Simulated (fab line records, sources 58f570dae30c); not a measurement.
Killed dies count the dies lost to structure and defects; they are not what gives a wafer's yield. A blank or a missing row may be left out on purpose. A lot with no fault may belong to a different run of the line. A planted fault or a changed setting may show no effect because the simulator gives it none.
Comparing a struck lot with a sound one + flow berkeleyCmos170 + 24 out of 331 route steps
Sound: the wafers L208.1, L208.4, L208.6. Wafers struck: L214.2, L214.3, L214.5. The cause is named last.
At each step with rows: each side's tool, then ch and its chambers, then its first start. Under that, the readings that differ: sound wafers + struck wafers + difference of the means + sigmas: that difference in standard deviations of wafers without a fault.
alike: words and numbers the same on both sides, and readings whose means are apart by under 2 such deviations; not compared: readings that were withheld, readings missing a value for some wafer, numbers with overlapping values and no deviation given by the record, and bounds like >300 which may hide the same value.
A row with sigmas, a row that says differs or no value, or rows on one side alone: a step with any of these is where the two part. Non-overlapping numbers with no deviation appear without sigmas and do not part them. Lack of a reading on every wafer of one side parts them only where that side has two or more wafers.

UCB170_NWELL_ETCH_13: etches Si3N4 in CH3F/Ar/O2, stops on SiO2, target depth 246.4 nm, time 154 s.
  sound on rieDiel-02 ch 1,2, day 2 19:05; struck on rieDiel-02 ch 0,2, day 4 00:08
  alike: drypumpMotorCurrentA, oesProductAu, throttleValvePct
  not compared: rfHoursCounterH
after that, 1 step had no rows for these wafers: UCB170_NWELL_IMPLANT_14.
UCB170_NWELL_STRIP_15: strips in O2.
  sound on plasmaAsher-02 ch 0,1, day 2 19:21; struck on plasmaAsher-03 ch 0,1, day 4 00:23
  alike: drypumpMotorCurrentA, oesProductAu, stripTimeToEndpointS
  not compared: rfHoursCounterH
UCB170_NWELL_TW_MEAS_16:
  sound on filmMetro-03 at day 2 19:27; struck on filmMetro-03 at day 4 00:29
  alike: NWELL_TW
then, 6 steps without rows for these wafers: UCB170_NWELL_CLEAN_17 (cleans in SPM, time 600 s); UCB170_NWELL_WET_ETCH_18 (etches Si3N4 in H3PO4, time 14400 s); UCB170_NWELL_WET_ETCH_19 (etches SiO2 in BOE, time 22 s); UCB170_PWELL_CLEAN_00 (cleans in SPM, time 600 s); UCB170_PWELL_CLEAN_01 (cleans in dHF, time 60 s); UCB170_PWELL_OXIDATION_02 (target thk 26.4 nm, ox time 1260 s).
UCB170_PWELL_THK_MEAS_03:
  sound on filmMetro-04 at day 3 03:35; struck on filmMetro-01 at day 4 07:49
  alike: PWELL_OXIDE_THK
then, 1 step without rows for these wafers: UCB170_PWELL_ANNEAL_04 (time 900 s).
UCB170_PWELL_CVD_05: deposits Si3N4 from SiH2Cl2/NH3, target thk 220 nm, time 3300 s.
  sound on lpcvd-02 ch 1, day 3 06:25; struck on lpcvd-02 ch 1, day 4 13:10
| reading                                | sound             | struck            | difference | sigmas |
|----------------------------------------|-------------------|-------------------|------------|--------|
| model.Si3N4_of_PWELL_CVD_05.thkNm (nm) | 218.4 217.5 217.5 | 174.4 173.9 174.9 | -43.4      |        |
  alike: spikeTcCentreC, spikeTcLoadC
UCB170_PWELL_THK_MEAS_06:
  sound on filmMetro-01 at day 3 08:20; struck on filmMetro-01 at day 4 15:06
| reading                | sound             | struck            | difference | sigmas |
|------------------------|-------------------|-------------------|------------|--------|
| PWELL_NITRIDE_THK (nm) | 218.4 217.2 217.5 | 174.5 173.8 174.9 | -43.3      | -21    |
then, 6 steps without rows for these wafers: UCB170_PWELL_HMDS_07 (prime time 60 s); UCB170_PWELL_COAT_08 (resist thk 900 nm); UCB170_PWELL_SOFTBAKE_09 (time 60 s); UCB170_PWELL_EXPOSE_10 (exposes mask PWELL, target cd 3000 nm); UCB170_PWELL_PEB_11; UCB170_PWELL_DEVELOP_12 (develop time 45 s).
UCB170_PWELL_OVL_MEAS_13:
  sound on overlay-01 at day 3 10:53; struck on overlay-01 at day 4 16:06
| reading        | sound    | struck | difference | sigmas |
|----------------|----------|--------|------------|--------|
| PWELL_OVL (nm) | 15 19 10 | 0 1 2  | -14        | -3     |
UCB170_PWELL_ETCH_14: etches Si3N4 in CH3F/Ar/O2, stops on SiO2, target depth 242 nm, time 151 s.
  sound on rieDiel-03 ch 1,2,3, day 3 10:55; struck on rieDiel-03 ch 0,1,2, day 4 16:08
| reading                 | sound             | struck            | difference | sigmas |
|-------------------------|-------------------|-------------------|------------|--------|
| oesProductAu (a.u.)     | 0.918 0.937 0.947 | 0.828 0.822 0.833 | -0.106     | -7     |
| model.etch.depthNm (nm) | 218.4 217.5 217.5 | 174.4 173.9 174.9 | -43.4      |        |
  alike: drypumpMotorCurrentA, throttleValvePct
  not compared: rfHoursCounterH
after that, 1 step had no rows for these wafers: UCB170_PWELL_IMPLANT_15.
-- the record jumps here: 5 days lie between the struck wafers' starts before and after (it left off in module PWELL and takes up again in module M3, whose first step shown is number 331 of the route) --
UCB170_M3_PROBE_99:
  only the struck wafers here have rows in the record (prober-01, day 9 22:53); the sound ones have none

== WHERE THEY PART ==
At UCB170_PWELL_THK_MEAS_06 first; at UCB170_M3_PROBE_99 last (within this record only).

WHY: what had been put in by the simulator
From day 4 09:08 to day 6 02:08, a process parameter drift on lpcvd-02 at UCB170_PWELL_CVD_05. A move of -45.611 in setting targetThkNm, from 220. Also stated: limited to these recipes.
